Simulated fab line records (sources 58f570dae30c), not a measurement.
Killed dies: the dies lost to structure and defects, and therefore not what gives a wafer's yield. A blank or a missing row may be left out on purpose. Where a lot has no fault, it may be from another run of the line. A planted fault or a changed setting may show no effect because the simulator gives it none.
fab line records + flow berkeley-cmos170
record
- lots=5
- wafers=23
route steps=331 shown M3@314
start-h: hours from the record's opening day to when the first of the lot's shown wafers began + wait-h: hours from the lot's prior step to this one + " as in the row above + L1.1+2: one row covering several wafers at once + - no value, or no start was given + * or withheld: withheld + < > ~ a bound
route shown NAME@n: a module of which the file shows steps, and the number in the route of the first + usual: average and standard deviation across the fault-free wafers + same: alike in all rows + chamber/n: place in a boat + sites: readings site by site + _std_site: the standard deviation of these + _edge_site: the outer-site mean with the inner-site mean subtracted + radius-mm: for every site, how far away it sits from the centre of the wafer + mask NAME#n: copy n + behind: the most recent tool/chamber to have shaped the wafer + hold: cause of the lot's hold/its duration in hours/its outcome + device: which transistor (n, p or np) failed to switch + end of line: the tests these same wafers got at the end of their route + where a step has no rows: the recipe by itself + killed: at the first sort, the dies lost to defects and structure; wafer yield is something else + map: the dies of a wafer, with x for killed, . for not killed, _ for no die there
set.NAME: the setting as run; set.NAME@STEP: as run at that earlier step + model.NAME: the simulator's own value behind a step, which no gauge read
lots with deliberately changed settings; one table per step, one row per wafer
## steps
# step UCB170_M3_COAT_05
# recipe
- resist=KrF
- spin-rpm=1500
- resist-thk-nm=900
| lot.wafer | tool           | chamber | start-h | wait-h | set.resist-thk-nm | model.KrF_of_M3_COAT_05.thk-nm |
|-----------|----------------|---------|---------|--------|-------------------|--------------------------------|
| L076.1    | litho-track-04 | 0       | 197.97  | 0.1    | 883               | 883.8                          |
| L076.3    | "              | 0       | "       | "      | 900               | 898.4                          |
| L076.4    | "              | 0       | "       | "      | 883               | 883.7                          |
| L076.5    | "              | 0       | "       | "      | 900               | 900.1                          |
| L076.6    | "              | 0       | "       | "      | 900               | 902.5                          |
| L075.2    | litho-track-03 | 0       | 200.34  | 0.1    | 900               | 901.2                          |
| L075.3    | "              | 0       | "       | "      | 900               | 906.3                          |
| L075.4    | "              | 0       | "       | "      | 900               | 901.4                          |
| L075.5    | "              | 0       | "       | "      | 900               | 901.3                          |
| L075.6    | "              | 0       | "       | "      | 900               | 900.9                          |
| L077.1    | litho-track-02 | 0       | 212.51  | 0.1    | 900               | 899.7                          |
| L077.2    | "              | 0       | "       | "      | 900               | 901.5                          |
| L077.3    | "              | 0       | "       | "      | 900               | 897.4                          |
| L077.4    | "              | 0       | "       | "      | 900               | 900.3                          |
| L077.6    | "              | 0       | "       | "      | 900               | 898.1                          |
| L078.1    | litho-track-04 | 0       | 215.93  | 0.1    | 921.1             | 925.1                          |
| L078.2    | "              | 0       | "       | "      | 921.1             | 921.5                          |
| L078.4    | "              | 0       | "       | "      | 921.1             | 924.6                          |
| L078.5    | "              | 0       | "       | "      | 900               | 902.5                          |
| L078.6    | "              | 0       | "       | "      | 900               | 900.1                          |
| L085.3    | litho-track-02 | 0       | 242.49  | 0.1    | 900               | 898.4                          |
| L085.4    | "              | 0       | "       | "      | 900               | 897.6                          |
| L085.5    | "              | 0       | "       | "      | 900               | 898.2                          |
# step UCB170_M3_SOFTBAKE_06
# recipe
- resist=KrF
- temp-c=130
- time-s=60
# step UCB170_M3_STRIP_07
# recipe
- chemistry=O2
- power-w=400
- pressure-mtorr=3500
- platen-temp-c=withheld
- o2-flow-sccm=400
- overash-fraction=0.5
# usual
- strip-time-to-endpoint-s=21.97/0.055
| lot.wafer | tool            | chamber | start-h | wait-h | set.resist-thk-nm@M3_COAT_05 | strip-time-to-endpoint-s |
|-----------|-----------------|---------|---------|--------|------------------------------|--------------------------|
| L076.1    | plasma-asher-01 | 0       | 198.27  | 0.1    | 883                          | 21.57                    |
| L076.3    | "               | 1       | "       | "      | 900                          | 21.94                    |
| L076.4    | "               | 0       | "       | "      | 883                          | 21.59                    |
| L076.5    | "               | 1       | "       | "      | 900                          | 21.98                    |
| L076.6    | "               | 0       | "       | "      | 900                          | 22.02                    |
| L075.2    | plasma-asher-02 | 1       | 200.61  | 0.1    | 900                          | 21.99                    |
| L075.3    | "               | 0       | "       | "      | 900                          | 22.11                    |
| L075.4    | "               | 1       | "       | "      | 900                          | 22.01                    |
| L075.5    | "               | 1       | "       | "      | 900                          | 21.98                    |
| L075.6    | "               | 0       | "       | "      | 900                          | 21.99                    |
| L077.1    | plasma-asher-02 | 1       | 212.81  | 0.1    | 900                          | 21.96                    |
| L077.2    | "               | 0       | "       | "      | 900                          | 22.01                    |
| L077.3    | "               | 0       | "       | "      | 900                          | 21.91                    |
| L077.4    | "               | 1       | "       | "      | 900                          | 21.98                    |
| L077.6    | "               | 0       | "       | "      | 900                          | 21.93                    |
| L078.1    | plasma-asher-01 | 0       | 216.23  | 0.1    | 921.1                        | 22.56                    |
| L078.2    | "               | 1       | "       | "      | 921.1                        | 22.49                    |
| L078.4    | "               | 1       | "       | "      | 921.1                        | 22.55                    |
| L078.5    | "               | 0       | "       | "      | 900                          | 22.02                    |
| L078.6    | "               | 1       | "       | "      | 900                          | 21.95                    |
| L085.3    | plasma-asher-03 | 0       | 242.77  | 0.1    | 900                          | 21.92                    |
| L085.4    | "               | 1       | "       | "      | 900                          | 21.91                    |
| L085.5    | "               | 1       | "       | "      | 900                          | 21.93                    |
## key
split
- step=UCB170_M3_COAT_05
- setting=resist-thk-nm
- stated=900
- by=wafer
response
- step=UCB170_M3_COAT_05
- reading=model.KrF_of_M3_COAT_05.thk-nm
- change=+9.26
- per=1%
- r=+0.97
response
- step=UCB170_M3_STRIP_07
- reading=strip-time-to-endpoint-s
- change=*
- per=1%
- r=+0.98
